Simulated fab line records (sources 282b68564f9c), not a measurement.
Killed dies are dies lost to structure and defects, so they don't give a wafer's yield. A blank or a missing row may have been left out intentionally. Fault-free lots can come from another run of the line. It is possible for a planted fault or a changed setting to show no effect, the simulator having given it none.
fab line records :: flow ritCmos
record
  lots=14
  wafers=42
  lastDay=7
route steps=202 shown PSD@151 M1@202
lots that met no fault: taken from a fault-free run of the same line
startH: the number of hours between the record's first day and the start of the first shown wafer of the lot :: waitH: hours since the lot's step before :: " identical to the entry in the row above :: L1.1+2: one row covering several wafers at once :: - no value, or no start given :: * or withheld: withheld :: < > ~ a bound
route shown NAME@n: a module of which the file shows steps, and the number in the route of the first :: usual: mean/standard deviation taken from wafers without a fault :: same: alike in all rows :: chamber/n: place in a boat :: sites: each site's reading :: _std_site: the standard deviation of these :: _edge_site: outer sites' mean less inner sites' :: radiusMm: for every site, how far away it sits from the centre of the wafer :: mask NAME#n: copy n :: behind: the last tool/chamber to shape the wafer :: hold: why the lot went on hold/how many hours it stayed there/how the hold came to an end :: device: the transistor (n, p or np) that didn't switch :: end of line: tests run on the same wafers once the route is complete :: a step without rows: its recipe alone :: killed: dies that structure and defects cost at the first sort, which is not the same as the wafer's yield :: map: a wafer's dies, marking killed ones x, the rest . and places with no die _
set.NAME: the setting the step ran with; set.NAME@STEP: the setting that earlier step ran with :: model.NAME: the simulator's own value behind a step, which no gauge read
route steps across a sampled set of lots; one table per step, one row per wafer
services: a tool's chamber out of use, with start hour (startH, from the record's first day; less than 0 if before it), hours out, and reason
## steps
# step RIT_PSD_STRIP_09
# recipe
  chemistry=O2
  timeS=180
  resist=NOVOLAK
  platenTempC=withheld
  powerW=500
  pressureMtorr=4000
  o2FlowSccm=4000
# usual
  chamberPressureMTorr=4000/3.5
  drypumpMotorCurrentA=5.8/0.63
# same
  timeS=180
lot.wafer: L678.1
tool: plasmaAsher-02
chamber: 1
startH: 51.64
waitH: 0.1
chamberPressureMTorr: 4002
drypumpMotorCurrentA: 6.1
rfHoursCounterH: 40

lot.wafer: L678.2
tool: plasmaAsher-02
chamber: 0
startH: 51.64
waitH: 0.1
chamberPressureMTorr: 3997
drypumpMotorCurrentA: 6.8
rfHoursCounterH: 40

lot.wafer: L678.4
tool: plasmaAsher-02
chamber: 0
startH: 51.64
waitH: 0.1
chamberPressureMTorr: 4005
drypumpMotorCurrentA: 6.8
rfHoursCounterH: -

lot.wafer: L679.1
tool: plasmaAsher-02
chamber: 0
startH: 57.99
waitH: 0.1
chamberPressureMTorr: 4006
drypumpMotorCurrentA: 6.8
rfHoursCounterH: 40

lot.wafer: L679.2
tool: plasmaAsher-02
chamber: 1
startH: 57.99
waitH: 0.1
chamberPressureMTorr: 4000
drypumpMotorCurrentA: 6.0
rfHoursCounterH: 40

lot.wafer: L679.5
tool: plasmaAsher-02
chamber: 1
startH: 57.99
waitH: 0.1
chamberPressureMTorr: 3998
drypumpMotorCurrentA: 6.1
rfHoursCounterH: -

lot.wafer: L680.2
tool: plasmaAsher-03
chamber: 0
startH: 61.57
waitH: 0.1
chamberPressureMTorr: 4001
drypumpMotorCurrentA: 5.5
rfHoursCounterH: 44

lot.wafer: L680.4
tool: plasmaAsher-03
chamber: 1
startH: 61.57
waitH: 0.1
chamberPressureMTorr: 3999
drypumpMotorCurrentA: 5.6
rfHoursCounterH: -

lot.wafer: L680.6
tool: plasmaAsher-03
chamber: 1
startH: 61.57
waitH: 0.1
chamberPressureMTorr: 4006
drypumpMotorCurrentA: 5.6
rfHoursCounterH: -

lot.wafer: L681.1
tool: plasmaAsher-04
chamber: 0
startH: 70.22
waitH: 0.1
chamberPressureMTorr: 4009
drypumpMotorCurrentA: 4.8
rfHoursCounterH: 29

lot.wafer: L681.3
tool: plasmaAsher-04
chamber: 0
startH: 70.22
waitH: 0.1
chamberPressureMTorr: 4006
drypumpMotorCurrentA: 4.8
rfHoursCounterH: -

lot.wafer: L681.6
tool: plasmaAsher-04
chamber: 0
startH: 70.22
waitH: 0.1
chamberPressureMTorr: 3997
drypumpMotorCurrentA: 4.8
rfHoursCounterH: -

lot.wafer: L682.1
tool: plasmaAsher-03
chamber: 0
startH: 74.91
waitH: 0.1
chamberPressureMTorr: 4000
drypumpMotorCurrentA: 5.5
rfHoursCounterH: 45

lot.wafer: L682.4
tool: plasmaAsher-03
chamber: 1
startH: 74.91
waitH: 0.1
chamberPressureMTorr: 4000
drypumpMotorCurrentA: 5.6
rfHoursCounterH: -

lot.wafer: L682.6
tool: plasmaAsher-03
chamber: 0
startH: 74.91
waitH: 0.1
chamberPressureMTorr: 4001
drypumpMotorCurrentA: 5.5
rfHoursCounterH: -

lot.wafer: L683.1
tool: plasmaAsher-02
chamber: 0
startH: 78.79
waitH: 0.1
chamberPressureMTorr: 4002
drypumpMotorCurrentA: 6.7
rfHoursCounterH: 42

lot.wafer: L683.2
tool: plasmaAsher-02
chamber: 1
startH: 78.79
waitH: 0.1
chamberPressureMTorr: 4004
drypumpMotorCurrentA: 6.1
rfHoursCounterH: 42

lot.wafer: L683.4
tool: plasmaAsher-02
chamber: 0
startH: 78.79
waitH: 0.1
chamberPressureMTorr: 3999
drypumpMotorCurrentA: 6.7
rfHoursCounterH: -

lot.wafer: L684.1
tool: plasmaAsher-03
chamber: 0
startH: 85.29
waitH: 0.1
chamberPressureMTorr: 4007
drypumpMotorCurrentA: 5.5
rfHoursCounterH: 46

lot.wafer: L684.3
tool: plasmaAsher-03
chamber: 0
startH: 85.29
waitH: 0.1
chamberPressureMTorr: 4003
drypumpMotorCurrentA: 5.5
rfHoursCounterH: -

lot.wafer: L684.5
tool: plasmaAsher-03
chamber: 0
startH: 85.29
waitH: 0.1
chamberPressureMTorr: 4004
drypumpMotorCurrentA: 5.5
rfHoursCounterH: -

lot.wafer: L686.1
tool: plasmaAsher-03
chamber: 1
startH: 94.76
waitH: 0.1
chamberPressureMTorr: 4002
drypumpMotorCurrentA: 5.6
rfHoursCounterH: 47

lot.wafer: L686.3
tool: plasmaAsher-03
chamber: 1
startH: 94.76
waitH: 0.1
chamberPressureMTorr: 4001
drypumpMotorCurrentA: 5.6
rfHoursCounterH: -

lot.wafer: L686.5
tool: plasmaAsher-03
chamber: 0
startH: 94.76
waitH: 0.1
chamberPressureMTorr: 4001
drypumpMotorCurrentA: 5.5
rfHoursCounterH: -

lot.wafer: L693.3
tool: plasmaAsher-04
chamber: 0
startH: 126.95
waitH: 0.1
chamberPressureMTorr: 3997
drypumpMotorCurrentA: 4.8
rfHoursCounterH: -

lot.wafer: L693.4
tool: plasmaAsher-04
chamber: 1
startH: 126.95
waitH: 0.1
chamberPressureMTorr: 3997
drypumpMotorCurrentA: 5.6
rfHoursCounterH: -

lot.wafer: L693.5
tool: plasmaAsher-04
chamber: 0
startH: 126.95
waitH: 0.1
chamberPressureMTorr: 3993
drypumpMotorCurrentA: 4.8
rfHoursCounterH: -

lot.wafer: L694.3
tool: plasmaAsher-04
chamber: 1
startH: 133.57
waitH: 0.1
chamberPressureMTorr: 4000
drypumpMotorCurrentA: 5.6
rfHoursCounterH: -

lot.wafer: L694.4
tool: plasmaAsher-04
chamber: 0
startH: 133.57
waitH: 0.1
chamberPressureMTorr: 4000
drypumpMotorCurrentA: 4.8
rfHoursCounterH: -

lot.wafer: L694.5
tool: plasmaAsher-04
chamber: 1
startH: 133.57
waitH: 0.1
chamberPressureMTorr: 4000
drypumpMotorCurrentA: 5.6
rfHoursCounterH: -

lot.wafer: L696.1
tool: plasmaAsher-04
chamber: 0
startH: 143.64
waitH: 0.1
chamberPressureMTorr: 4006
drypumpMotorCurrentA: 4.8
rfHoursCounterH: 37

lot.wafer: L696.2
tool: plasmaAsher-04
chamber: 1
startH: 143.64
waitH: 0.1
chamberPressureMTorr: 4002
drypumpMotorCurrentA: 5.6
rfHoursCounterH: 37

lot.wafer: L696.6
tool: plasmaAsher-04
chamber: 1
startH: 143.64
waitH: 0.1
chamberPressureMTorr: 3999
drypumpMotorCurrentA: 5.6
rfHoursCounterH: -

lot.wafer: L698.1
tool: plasmaAsher-04
chamber: 0
startH: 150.57
waitH: 0.1
chamberPressureMTorr: 3998
drypumpMotorCurrentA: 4.8
rfHoursCounterH: 37

lot.wafer: L698.3
tool: plasmaAsher-04
chamber: 0
startH: 150.57
waitH: 0.1
chamberPressureMTorr: 4000
drypumpMotorCurrentA: 4.8
rfHoursCounterH: -

lot.wafer: L698.6
tool: plasmaAsher-04
chamber: 1
startH: 150.57
waitH: 0.1
chamberPressureMTorr: 3998
drypumpMotorCurrentA: 5.6
rfHoursCounterH: -

lot.wafer: L699.1
tool: plasmaAsher-02
chamber: 1
startH: 156.85
waitH: 0.1
chamberPressureMTorr: 3997
drypumpMotorCurrentA: 6.0
rfHoursCounterH: 50

lot.wafer: L699.3
tool: plasmaAsher-02
chamber: 1
startH: 156.85
waitH: 0.1
chamberPressureMTorr: 4000
drypumpMotorCurrentA: 6.1
rfHoursCounterH: -

lot.wafer: L699.4
tool: plasmaAsher-02
chamber: 0
startH: 156.85
waitH: 0.1
chamberPressureMTorr: 3999
drypumpMotorCurrentA: 6.8
rfHoursCounterH: -

lot.wafer: L700.2
tool: plasmaAsher-02
chamber: 0
startH: 164.89
waitH: 0.1
chamberPressureMTorr: 3999
drypumpMotorCurrentA: 6.8
rfHoursCounterH: 51

lot.wafer: L700.5
tool: plasmaAsher-02
chamber: 1
startH: 164.89
waitH: 0.1
chamberPressureMTorr: 3998
drypumpMotorCurrentA: 6.1
rfHoursCounterH: -

lot.wafer: L700.6
tool: plasmaAsher-02
chamber: 0
startH: 164.89
waitH: 0.1
chamberPressureMTorr: 3999
drypumpMotorCurrentA: 6.8
rfHoursCounterH: -
# step RIT_M1_PROBE_99
# usual
  killedAtContacts=0.1/0.35
  killedAtFrontEnd=6.9/2.8
  killedDies=7.0/2.8
  killedOpen=3.4/2
  killedShort=3.5/2.1
# same
  grossDies=264
  killed_at_M0_to_M3=0
  killed_at_M4_up=0
  killedAtBackSide=0
  killedAtOther=0
lot.wafer: L684.1
tool: prober-01
chamber: -
startH: 93.43
waitH: 0.1
killedAtContacts: 0
killedAtFrontEnd: 36
killedDies: 36
killedOpen: 1
killedShort: 5

lot.wafer: L684.3
tool: prober-01
chamber: -
startH: 93.53
waitH: 0.2
killedAtContacts: 0
killedAtFrontEnd: 34
killedDies: 34
killedOpen: 1
killedShort: 4

lot.wafer: L684.5
tool: prober-01
chamber: -
startH: 93.63
waitH: 0.2
killedAtContacts: 1
killedAtFrontEnd: 43
killedDies: 44
killedOpen: 4
killedShort: 7

lot.wafer: L686.1
tool: prober-01
chamber: -
startH: 102.73
waitH: 0.1
killedAtContacts: 0
killedAtFrontEnd: 8
killedDies: 8
killedOpen: 5
killedShort: 3

lot.wafer: L686.3
tool: prober-01
chamber: -
startH: 102.83
waitH: 0.2
killedAtContacts: 0
killedAtFrontEnd: 5
killedDies: 5
killedOpen: 3
killedShort: 2

lot.wafer: L686.5
tool: prober-01
chamber: -
startH: 102.93
waitH: 0.2
killedAtContacts: 1
killedAtFrontEnd: 35
killedDies: 36
killedOpen: 4
killedShort: 2
# killed by level:class
L684.1 PSD:unspecified=30 SPACER:geometricParticle:short=3 REOX:geometricParticle:short=1 FOX2:geometricParticle:short=1 GATE:geometricParticle:open=1
L684.3 PSD:unspecified=29 GATE:geometricParticle:short=3 GATE:geometricParticle:open=1 SPACER:geometricParticle:short=1
L684.5 PSD:unspecified=33 GATE:geometricParticle:short=2 GATE:geometricParticle:open=2 SPACER:geometricParticle:short=2 SILICIDE:geometricParticle:short=2 SPACER:geometricParticle:open=1 SILICIDE:geometricParticle:open=1 CONTACT:geometricParticle:short=1
L686.1 SPACER:geometricParticle:open=3 FOX1:geometricParticle:open=1 FOX1:geometricParticle:short=1 GATE:geometricParticle:short=1 REOX:geometricParticle:open=1 SILICIDE:geometricParticle:short=1
L686.3 REOX:geometricParticle:open=2 SPACER:geometricParticle:short=2 GATE:geometricParticle:open=1
L686.5 PSD:unspecified=30 FOX1:geometricParticle:open=1 FOX1:geometricParticle:short=1 GATE:geometricParticle:open=1 GATE:geometricParticle:short=1 REOX:geometricParticle:open=1 CONTACT:geometricParticle:open=1
## services
tool: plasmaAsher-02
chamber: -
startH: 33.02
hours: 3.0
kind: repair

tool: plasmaAsher-03
chamber: -
startH: 62.49
hours: 0.7
kind: repair

tool: plasmaAsher-04
chamber: -
startH: 93.69
hours: 0.4
kind: repair

tool: plasmaAsher-04
chamber: -
startH: 105.16
hours: 2.2
kind: repair

tool: plasmaAsher-02
chamber: -
startH: 123.99
hours: 3.4
kind: repair

tool: plasmaAsher-02
chamber: -
startH: 144.26
hours: 7.2
kind: repair

tool: plasmaAsher-04
chamber: -
startH: 162.57
hours: 3.1
kind: repair
## key
firstSign
  step=RIT_M1_PROBE_99
  reading=killedAtFrontEnd
  direction=up
  sigmas=11
  usual=6.9
  struck=37
effect
  step=RIT_M1_PROBE_99
  reading=killedDies
  direction=up
  sigmas=11
  usual=7.0
  struck=37.5
metAt RIT_PSD_STRIP_09
struckLots L684,L686
struckWafers L684.1,L684.3,L684.5,L686.5
testerLeftOut L684,L686
onsetBetween 74.91 85.29
fault
  kind=chamberParticleSource
  tool=plasmaAsher-03
  chamber=0
  onsetH=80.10
  steps=RIT_PSD_STRIP_09
  ratePerVisitCm2=0.61128
  endH=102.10
# testerLeftOut: of these lots the tester's yield and bins aren't shown, on N5 and GAA mostly nor the transistor test; their killed dies are dies lost to structure and defects alone, not to doping, threshold or leakage, so they don't give the yield
